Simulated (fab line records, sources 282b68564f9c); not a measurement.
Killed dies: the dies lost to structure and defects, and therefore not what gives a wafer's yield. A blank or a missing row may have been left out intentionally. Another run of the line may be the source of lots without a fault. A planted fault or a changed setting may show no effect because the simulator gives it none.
Commonality check across tools	flow rit_cmos	Lots sampled 14, wafers sampled 42

== WHY IT WAS OPENED ==
Of 14 lots, 2 have the reading ACTIVE_OXIDE_THK flagged at RIT_ACTIVE_THK_MEAS_02. Wafers without a fault read 47.1 nm, standard deviation 0.86.
Rule: a lot gets a flag if all its wafers with a number sit over 4 standard deviations from that mean, or if no wafer of it has a number. As for the other lots, they are considered sound.

lot	measured	on	ACTIVE_OXIDE_THK (nm), wafer by wafer	flag
L265	day 1 12:03	film_metro-01	47.3 46.3 47.2	
L266	day 1 17:22	film_metro-03	47.9 48.2 48.2	
L267	day 1 22:04	film_metro-02	46.9 47.1 47.3	
L269	day 2 09:02	film_metro-02	46.8 47.4 46.9	
L271	day 2 18:51	film_metro-01	47.4 47.5 47.6	
L272	day 3 00:53	film_metro-01	47.2 46.7 47.7	
L274	day 3 10:39	film_metro-03	47.8 47.5 48.0	
L275	day 3 15:13	film_metro-03	46.9 47.6 47.4	
L277	day 4 01:59	film_metro-01	47.5 46.9 47.1	
L281	day 4 23:32	film_metro-03	48.0 47.2 47.4	
L284	day 5 11:37	film_metro-03	46.8 47.0 47.4	
L285	day 5 19:21	film_metro-03	54.4 53.6 53.8	FLAGGED
L286	day 5 21:17	film_metro-02	53.3 53.2 52.9	FLAGGED
L288	day 6 12:52	film_metro-03	46.6 47.0 46.7	
The numbers of the flagged lots are 53.5 nm on average: +6.4 nm against the usual, or +7 standard deviations.

== LOT BY LOT: THE TOOL USED ==
The record keeps 1 process step preceding the reading, out of 202 steps on the route. In each cell: the tool, then ch and the chambers that the sampled wafers went through, then the start.
lot	flag	RIT_ACTIVE_OXIDATION_01
L265		furnace-04 ch 0, day 1 10:07
L266		furnace-03 ch 0, day 1 15:26
L267		furnace-03 ch 0, day 1 20:07
L269		furnace-03 ch 0, day 2 07:06
L271		furnace-01 ch 0, day 2 16:54
L272		furnace-04 ch 0, day 2 22:58
L274		furnace-01 ch 0, day 3 08:42
L275		furnace-01 ch 0, day 3 13:16
L277		furnace-03 ch 0, day 4 00:04
L281		furnace-01 ch 0, day 4 21:35
L284		furnace-04 ch 0, day 5 09:41
L285	FLAGGED	furnace-01 ch 0, day 5 17:25
L286	FLAGGED	furnace-01 ch 0, day 5 19:21
L288		furnace-03 ch 0, day 6 10:54
These steps, and what they do:
- RIT_ACTIVE_OXIDATION_01: target thk 46.8 nm, ox time 3360 s.
- RIT_ACTIVE_THK_MEAS_02

== FLAGGED AGAINST TOTAL, ONE TOOL AT A TIME (gauges that did the reading follow at the end) ==
step	tool	lots run	flagged	share of the flagged lots	sound lots run after its first flagged lot
RIT_ACTIVE_OXIDATION_01	furnace-01	6	2	all	0
RIT_ACTIVE_OXIDATION_01	furnace-03	5	0	none	-
RIT_ACTIVE_OXIDATION_01	furnace-04	3	0	none	-
RIT_ACTIVE_THK_MEAS_02	film_metro-01	4	0	none	-
RIT_ACTIVE_THK_MEAS_02	film_metro-02	3	1	some	0
RIT_ACTIVE_THK_MEAS_02	film_metro-03	7	1	some	1 (L288)

== WHAT THE TABLE PERMITS ==
In the table, 1 row covers all flagged lots: furnace-01 at RIT_ACTIVE_OXIDATION_01.
- furnace-01 at RIT_ACTIVE_OXIDATION_01 ran 6 lots, 2 of them flagged. Its last sound lot is L281 (day 4 21:35), its first flagged lot L285 (day 5 17:25): a fault that began between those two fits. Its own readings lie more than 4 standard deviations out on every wafer of the flagged lots: spike_tc_centre_C, spike_tc_load_C, tube_center_temp_C, tube_center_temp_C_max.
One tool is left: furnace-01 at RIT_ACTIVE_OXIDATION_01.

== WHAT THE SIMULATOR HAD PUT IN ==
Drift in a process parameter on furnace-01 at RIT_ACTIVE_OXIDATION_01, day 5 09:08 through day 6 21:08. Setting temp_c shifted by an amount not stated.
Shown lots that were struck: L285, L286. The rule above reached the same finding.
